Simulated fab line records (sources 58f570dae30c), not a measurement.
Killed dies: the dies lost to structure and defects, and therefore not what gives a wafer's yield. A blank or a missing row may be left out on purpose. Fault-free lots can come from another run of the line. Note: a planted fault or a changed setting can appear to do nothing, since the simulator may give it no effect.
Which tool is to blame?	flow berkeleyCmos170	at 1 step of a route of 331, 7 lots with 21 wafers sampled

== WHAT EACH GAUGE READ, for each wafer ==
UCB170_GATE_THK_MEAS_02.
lot	measured	on	GATE_OXIDE_THK (nm)
L787	day 6 16:17	filmMetro-02	6.68 6.75 6.49
L791	day 7 03:14	filmMetro-04	6.70 6.71 6.65
L801	day 8 17:38	filmMetro-04	6.51 6.82 6.66
L803	day 9 09:04	filmMetro-04	6.82 6.69 6.66
L804	day 9 15:43	filmMetro-04	6.55 6.45 6.60
L806	day 10 05:29	filmMetro-02	6.66 6.61 6.70
L809	day 11 01:48	filmMetro-02	6.58 6.50 6.61

== WHAT TOOL EACH LOT RAN ON (gives the tool, then ch and the chambers of the sampled wafers, and finally the start) ==
No process step before these readings appears in the record.

== THE ANSWER, worked out from the rows above alone ==
Rule: the lots themselves supply what counts as usual. The widest of any qualifying gaps counts: lots, ordered by their means at a reading, are off when they make up no more than a third of the lots, leave a main group of 4 or more, and stand apart from it by 3 or more times the standard deviation of that group's means. If all means in a main group match to the digits the tables above print for the reading, that group is not used. A lot without any number at a reading at which 4 lots or more have one is off too. All remaining lots with rows at the step are treated as sound.
No lot is off at any reading shown: from this, nothing can be told.

== WHAT THE SIMULATOR PUT IN ==
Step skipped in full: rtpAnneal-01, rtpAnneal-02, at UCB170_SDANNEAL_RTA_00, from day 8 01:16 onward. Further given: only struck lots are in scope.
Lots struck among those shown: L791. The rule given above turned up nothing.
